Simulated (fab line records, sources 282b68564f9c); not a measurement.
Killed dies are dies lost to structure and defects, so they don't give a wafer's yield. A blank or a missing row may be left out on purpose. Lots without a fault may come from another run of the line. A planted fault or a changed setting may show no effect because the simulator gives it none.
fab line records | flow rit_cmos
record lots=6 wafers=18 last_day=6
route steps=202 shown PLDD@118 SPACER@125 M1@202
lots that met no fault: from a run of the same line without faults
start_h: hours from the record's first day to the start of the lot's first wafer shown | wait_h: hours since the lot's step before | " the same as in the row above | L1.1+2: a row that stands for several wafers | - no value, or no start given | * or withheld: withheld | < > ~ a bound
route shown NAME@n: a module of which the file shows steps, and the number in the route of the first | usual: mean/standard deviation of fault-free wafers | same: alike in all rows | chamber/n: place in a boat | sites: the reading at each site | _std_site: their standard deviation | _edge_site: outer sites' mean less inner sites' | radius_mm: how far each site lies from the wafer's centre | mask NAME#n: copy n | behind: the tool/chamber that last shaped the wafer | hold: why the lot was held/for how many hours/how that ended | device: the transistor (n, p or np) that didn't switch | end of line: the same wafers' tests at the end of the route | a step without rows: its recipe alone | killed: dies lost to structure and defects at the first sort, not the wafer's yield | map: a wafer's dies, x killed, . not, _ none there
set.NAME: the setting as run; set.NAME@STEP: as run at that earlier step | model.NAME: the simulator's own value behind a step, which no gauge read
lots at some steps of the route; a table a step, a row a wafer
services: from which hour (start_h, from the record's first day; less than 0 if before it) a tool's chamber was out of use, for how many hours, and why
## steps
# step RIT_PLDD_PEB_04
# recipe resist=NOVOLAK temp_c=withheld time_s=withheld
# step RIT_PLDD_DEVELOP_05
# recipe resist=NOVOLAK develop_time_s=50 dev_temp_c=23
# step RIT_PLDD_OVL_MEAS_06
# usual PLDD_OVL=0.6/1.5
# columns lot.wafer tool chamber start_h wait_h PLDD_OVL[nm]
L871.1 overlay-01 - 64.79 - 0.2
L871.3 " - " " 0.6
L871.6 " - " " 0.3
L874.1 overlay-01 - 80.40 - -0.2
L874.2 " - " " 2.2
L874.4 " - " " 0.9
L879.3 overlay-02 - 102.88 - 0.6
L879.5 " - " " 1.2
L879.6 " - " " 2.1
L880.1 overlay-02 - 108.63 - 2.5
L880.2 " - " " 2.2
L880.6 " - " " 1.3
L884.1 overlay-01 - 126.70 - -1.4
L884.2 " - " " -1.2
L884.4 " - " " -2.0
L886.1 overlay-01 - 139.00 - 1.2
L886.2 " - " " 1.3
L886.5 " - " " 2.7
# step RIT_PLDD_HARDBAKE_07
# recipe resist=NOVOLAK temp_c=140 time_s=60
# step RIT_PLDD_IMPLANT_08
# recipe species=BF2 energy_kev=20 dose_cm2=9e+14 tilt_deg=7
# step RIT_PLDD_STRIP_09
# recipe chemistry=O2 time_s=180 resist=NOVOLAK platen_temp_c=withheld power_w=500 pressure_mtorr=4000 o2_flow_sccm=4000
# usual chamber_pressure_mTorr=4000/4.3 drypump_motor_current_A=5.1/0.36
# columns lot.wafer tool chamber start_h wait_h chamber_pressure_mTorr drypump_motor_current_A rf_hours_counter_h
L871.1 plasma_asher-03 1 65.13 0.1 3994 5.5 47
L871.3 " 1 " " 3995 5.4 -
L871.6 " 1 " " 3997 5.4 -
L874.1 plasma_asher-01 0 80.73 0.1 3995 5.3 36
L874.2 " 1 " " 3999 4.7 36
L874.4 " 0 " " 4003 5.3 -
L879.3 plasma_asher-03 1 103.27 0.1 4004 5.5 -
L879.5 " 1 " " 4008 5.4 -
L879.6 " 0 " " 4001 5.8 -
L880.1 plasma_asher-04 0 108.97 0.1 4000 4.8 54
L880.2 " 1 " " 4006 5.2 54
L880.6 " 0 " " 3995 4.8 -
L884.1 plasma_asher-04 0 127.03 0.1 3992 4.8 56
L884.2 " 1 " " 3994 5.2 56
L884.4 " 1 " " 3998 5.2 -
L886.1 plasma_asher-01 0 139.34 0.1 3999 5.3 2
L886.2 " 1 " " 4000 4.7 2
L886.5 " 1 " " 3994 4.7 -
# step RIT_PLDD_TW_MEAS_10
# usual PLDD_TW=2337/10
# columns lot.wafer tool chamber start_h wait_h PLDD_TW
L871.1 film_metro-01 - 65.30 0.1 2336
L871.3 " - " " 2356
L871.6 " - " " 2339
L874.1 film_metro-02 - 80.91 0.1 2323
L874.2 " - " " 2324
L874.4 " - " " 2328
L879.3 film_metro-02 - 103.40 0.1 2334
L879.5 " - " " 2333
L879.6 " - " " 2338
L880.1 film_metro-02 - 109.14 0.1 2330
L880.2 " - " " 2330
L880.6 " - " " 2344
L884.1 film_metro-02 - 127.21 0.1 2345
L884.2 " - " " 2353
L884.4 " - " " 2336
L886.1 film_metro-03 - 139.51 0.1 2345
L886.2 " - " " 2333
L886.5 " - " " 2344
# step RIT_SPACER_CLEAN_00
# recipe chemistry=SC1 mix=3:3:50 time_s=600 temp_c=75
# step RIT_SPACER_CLEAN_01
# recipe chemistry=dHF dilution=50:1 time_s=30
# step RIT_SPACER_CLEAN_02
# recipe chemistry=SC2 mix=3:3:50 time_s=600 temp_c=75 dry=n2_spin
# step RIT_SPACER_CVD_03
# recipe material=Si3N4 target_thk_nm=250 temp_c=810 precursor=SiH2Cl2/NH3 time_s=3300 pressure_mtorr=300 sih2cl2_flow_sccm=60 nh3_flow_sccm=150
# step RIT_SPACER_THK_MEAS_04
# recipe reads=Si3N4_of_SPACER_CVD_03
# usual SPACER_NITRIDE_THK=249.4/1.8
# columns lot.wafer tool chamber start_h wait_h SPACER_NITRIDE_THK[nm]
L871.1 film_metro-03 - 67.68 0.0 249.9
L871.3 " - " " 248.7
L871.6 " - " " 250.8
L874.1 film_metro-04 - 83.25 0.0 252.4
L874.2 " - " " 250.7
L874.4 " - " " 248.9
L879.3 film_metro-03 - 106.70 0.0 247.3
L879.5 " - " " 247.4
L879.6 " - " " 247.9
L880.1 film_metro-02 - 111.49 0.0 250.0
L880.2 " - " " 250.2
L880.6 " - " " 248.4
L884.1 film_metro-04 - 130.51 0.0 251.1
L884.2 " - " " 250.4
L884.4 " - " " 249.6
L886.1 film_metro-04 - 141.87 0.0 248.7
L886.2 " - " " 248.2
L886.5 " - " " 249.5
# step RIT_SPACER_ETCHBACK_05
# recipe target_depth_a=2500 SF6_flow_sccm=30 CHF3_flow_sccm=30 target=Si3N4 chemistry=SF6/CHF3 pressure_mtorr=40 rf_w=250 time_s=240 stop_on=SiO2
# usual CHF3_flow_sccm=30.00/0.081 chamber_pressure_mTorr=40.00/0.041 drypump_motor_current_A=5.7/0.57 oes_product_au=0.846/0.016 throttle_valve_pct=10.21/0.16
# columns lot.wafer tool chamber start_h wait_h CHF3_flow_sccm chamber_pressure_mTorr drypump_motor_current_A oes_product_au rf_hours_counter_h throttle_valve_pct model.etch.depth_nm model.poly-Si_of_GATE_CVD_08.thk_nm model.Si3N4_of_SPACER_CVD_03.thk_nm
L871.1 rie_diel-01 0 67.74 0.1 30.01 40.04 6.3 0.871 86 10.18 250 170.8 198.4
L871.3 " 3 " " 29.98 40.08 5.3 0.818 5 10.51 248.7 167.8 195.1
L871.6 " 2 " " 29.86 40.03 5.3 0.865 - 10.03 250.7 169.9 197.4
L874.1 rie_diel-01 2 83.31 0.1 30.08 40.07 5.3 0.863 132 10.03 252.4 167.9 198.6
L874.2 " 3 " " 30.04 39.98 5.3 0.825 5 10.49 250.6 167.9 196.5
L874.4 " 0 " " 30.06 39.98 6.3 0.864 - 10.18 249.1 169.8 197.2
L879.3 rie_diel-01 1 106.74 0.0 30.04 39.99 6.5 0.685 4 10.23 186.9 193.7 215.2
L879.5 " 1 " " 30.02 40.03 6.6 0.683 - 10.23 186.3 191.6 215.4
L879.6 " 0 " " 29.97 39.94 6.3 0.687 - 10.13 178.2 192.2 217.4
L880.1 rie_diel-01 1 111.55 0.1 29.97 40.01 6.5 0.684 5 10.25 186 194.6 217.9
L880.2 " 3 " " 30.09 40.00 5.3 0.673 5 10.44 184.1 193.5 218.1
L880.6 " 1 " " 29.92 39.95 6.5 0.678 - 10.22 182.7 193.3 217.1
L884.1 rie_diel-02 2 130.57 0.1 30.04 40.08 5.0 0.842 99 10.10 251 164.7 195.7
L884.2 " 1 " " 30.20 39.91 5.8 0.828 54 10.33 250.4 166.3 195
L884.4 " 3 " " 29.98 39.96 6.0 0.866 95 10.44 249.5 166.5 195.6
L886.1 rie_diel-02 0 141.93 0.1 29.95 39.94 5.2 0.853 54 10.12 248.7 164.9 195.2
L886.2 " 2 " " 29.99 40.04 5.0 0.841 99 10.09 248 165.4 193.6
L886.5 " 0 " " 30.03 40.04 5.2 0.855 - 10.12 249.5 169.5 196.3
# step RIT_M1_PROBE_99
# usual killed_at_front_end=6.6/3 killed_dies=6.6/3 killed_on_rim=1.8/1.4 killed_open=3.4/2 killed_short=3.2/2
# same gross_dies=264 killed_at_M0_to_M3=0 killed_at_M4_up=0 killed_at_back_side=0 killed_at_contacts=0 killed_at_other=0
# columns lot.wafer tool chamber start_h wait_h killed_at_front_end killed_dies killed_on_rim killed_open killed_short
L871.1 prober-02 - 78.70 0.1 7 7 2 3 4
L871.3 prober-02 - 78.80 0.2 5 5 1 5 0
L871.6 prober-02 - 78.95 0.2 4 4 0 3 1
L874.1 prober-01 - 94.37 0.1 4 4 0 2 2
L874.2 prober-01 - 94.42 0.1 6 6 3 2 4
L874.4 prober-01 - 94.52 0.2 5 5 3 2 3
L879.3 prober-02 - 117.81 0.2 264 264 70 3 2
L879.5 prober-02 - 117.91 0.2 264 264 70 5 3
L879.6 prober-02 - 117.96 0.2 264 264 70 7 7
L880.1 prober-01 - 122.75 0.1 264 264 70 0 4
L880.2 prober-01 - 122.80 0.1 264 264 70 5 1
L880.6 prober-01 - 123.00 0.2 264 264 70 1 8
L884.1 prober-02 - 142.02 0.1 5 5 2 2 3
L884.2 prober-02 - 142.07 0.1 4 4 3 3 1
L884.4 prober-02 - 142.17 0.2 11 11 3 5 6
L886.1 prober-02 - 152.83 0.1 8 8 2 4 4
L886.2 prober-02 - 152.88 0.1 11 11 2 8 3
L886.5 prober-02 - 153.03 0.2 6 6 0 3 3
# killed by level:class
L871.1 FOX2:geometric_particle:short=2 GATE:geometric_particle:open=2 REOX:geometric_particle:short=2 FOX2:geometric_particle:open=1
L871.3 GATE:geometric_particle:open=2 FOX2:geometric_particle:open=1 SPACER:geometric_particle:open=1 SILICIDE:geometric_particle:open=1
L871.6 FOX1:geometric_particle:open=1 GATE:geometric_particle:short=1 SPACER:geometric_particle:open=1 SILICIDE:geometric_particle:open=1
L874.1 FOX1:geometric_particle:short=1 GATE:geometric_particle:short=1 SPACER:geometric_particle:open=1 SILICIDE:geometric_particle:open=1
L874.2 ACTIVE:geometric_particle:short=1 FOX2:geometric_particle:open=1 GATE:geometric_particle:short=1 REOX:geometric_particle:short=1 SPACER:geometric_particle:open=1 SILICIDE:geometric_particle:short=1
L874.4 FOX2:geometric_particle:short=1 GATE:geometric_particle:short=1 GATE:geometric_particle:open=1 REOX:geometric_particle:short=1 SILICIDE:geometric_particle:open=1
L879.3 SPACER:area_etchback=259 GATE:geometric_particle:open=2 FOX1:geometric_particle:short=1 GATE:geometric_particle:short=1 SPACER:geometric_particle:open=1
L879.5 SPACER:area_etchback=256 GATE:geometric_particle:open=2 SILICIDE:geometric_particle:open=2 ACTIVE:geometric_particle:short=1 REOX:geometric_particle:open=1 REOX:geometric_particle:short=1 SILICIDE:geometric_particle:short=1
L879.6 SPACER:area_etchback=250 GATE:geometric_particle:short=4 SILICIDE:geometric_particle:open=3 REOX:geometric_particle:short=2 FOX1:geometric_particle:open=1 FOX2:geometric_particle:open=1 FOX2:geometric_particle:short=1 GATE:geometric_particle:open=1
L880.1 SPACER:area_etchback=260 FOX2:geometric_particle:short=1 GATE:geometric_particle:short=1 REOX:geometric_particle:short=1 SILICIDE:geometric_particle:short=1
L880.2 SPACER:area_etchback=258 GATE:geometric_particle:open=4 FOX1:geometric_particle:open=1 GATE:geometric_particle:short=1
L880.6 SPACER:area_etchback=255 GATE:geometric_particle:short=6 FOX1:geometric_particle:short=1 SPACER:geometric_particle:short=1 SPACER:geometric_particle:open=1
L884.1 GATE:geometric_particle:short=1 GATE:geometric_particle:open=1 REOX:geometric_particle:short=1 SPACER:geometric_particle:open=1 SILICIDE:geometric_particle:short=1
L884.2 SPACER:geometric_particle:open=3 GATE:geometric_particle:short=1
L884.4 FOX2:geometric_particle:short=3 FOX1:geometric_particle:open=1 FOX2:geometric_particle:open=1 GATE:geometric_particle:open=1 GATE:geometric_particle:short=1 REOX:geometric_particle:short=1 REOX:geometric_particle:open=1 SILICIDE:geometric_particle:open=1
L886.1 REOX:geometric_particle:open=3 SPACER:geometric_particle:short=2 GATE:geometric_particle:open=1 GATE:geometric_particle:short=1 REOX:geometric_particle:short=1
L886.2 GATE:geometric_particle:open=3 REOX:geometric_particle:short=3 REOX:geometric_particle:open=3 FOX1:geometric_particle:open=1 SPACER:geometric_particle:open=1
L886.5 GATE:geometric_particle:short=2 FOX2:geometric_particle:open=1 REOX:geometric_particle:open=1 SPACER:geometric_particle:open=1 SPACER:geometric_particle:short=1
# map L879.3 (x killed, . not)
________xxxxxxx_______
_____xxxxxxxxxxxxx____
____xxxxxxxxxxxxxxx___
___xxxxxxxxxxxxxxxxx__
__xxxxxxxxxxxxxxxxxxx_
__xxxxxxxxxxxxxxxxxxx_
_xxxxxxxxxxxxxxxxxxxxx
_xxxxxxxxxxxxxxxxxxxxx
_xxxxxxxxxxxxxxxxxxxxx
_xxxxxxxxxxxxxxxxxxxxx
__xxxxxxxxxxxxxxxxxxx_
__xxxxxxxxxxxxxxxxxxx_
___xxxxxxxxxxxxxxxxx__
____xxxxxxxxxxxxxxx___
_____xxxxxxxxxxxxx____
________xxxxxxx_______
# map L880.1 (x killed, . not)
________xxxxxxx_______
_____xxxxxxxxxxxxx____
____xxxxxxxxxxxxxxx___
___xxxxxxxxxxxxxxxxx__
__xxxxxxxxxxxxxxxxxxx_
__xxxxxxxxxxxxxxxxxxx_
_xxxxxxxxxxxxxxxxxxxxx
_xxxxxxxxxxxxxxxxxxxxx
_xxxxxxxxxxxxxxxxxxxxx
_xxxxxxxxxxxxxxxxxxxxx
__xxxxxxxxxxxxxxxxxxx_
__xxxxxxxxxxxxxxxxxxx_
___xxxxxxxxxxxxxxxxx__
____xxxxxxxxxxxxxxx___
_____xxxxxxxxxxxxx____
________xxxxxxx_______
## services
# columns tool chamber start_h hours kind
rie_diel-02 3 60.54 7.6 repair
plasma_asher-01 - 108.75 9.0 pm
plasma_asher-01 0 108.75 9.0 vent_cycle
plasma_asher-01 1 108.75 9.0 vent_cycle
plasma_asher-01 0 117.75 - clean
plasma_asher-01 1 117.75 - clean
rie_diel-01 2 123.10 3.8 repair
rie_diel-01 0 139.81 2.8 repair
plasma_asher-03 - 141.43 21.2 repair
## key
first_sign step=RIT_SPACER_ETCHBACK_05 reading=oes_product_au direction=down sigmas=11 usual=0.846 struck=0.682
effect step=RIT_M1_PROBE_99 reading=killed_at_front_end direction=up sigmas=87 usual=6.6 struck=264
model_effect step=RIT_SPACER_ETCHBACK_05 value=etch.depth_nm without=248.5 struck=184
more_kills_born_at RIT_SPACER_ETCHBACK_05@rie_diel-01=1538
met_at RIT_SPACER_ETCHBACK_05
struck_wafers L879.3,L879.5,L879.6,L880.1,L880.2,L880.6
later_rows_left_out L879.3,L879.5,L879.6,L880.1,L880.2,L880.6
tester_left_out L879,L880
onset_between 83.31 106.74
fault kind=process_parameter_drift tool=rie_diel-01 chamber=- onset_h=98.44 steps=RIT_SPACER_ETCHBACK_05 channel=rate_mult offset=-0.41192 shape=step end_h=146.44
# tester_left_out: of these lots the tester's yield and bins aren't shown, on N5 and GAA mostly nor the transistor test; their killed dies are dies lost to structure and defects alone, not to doping, threshold or leakage, so they don't give the yield
# later_rows_left_out: the simulator's readings of these wafers behind a module that went badly wrong aren't trusted and aren't shown, but for the sort
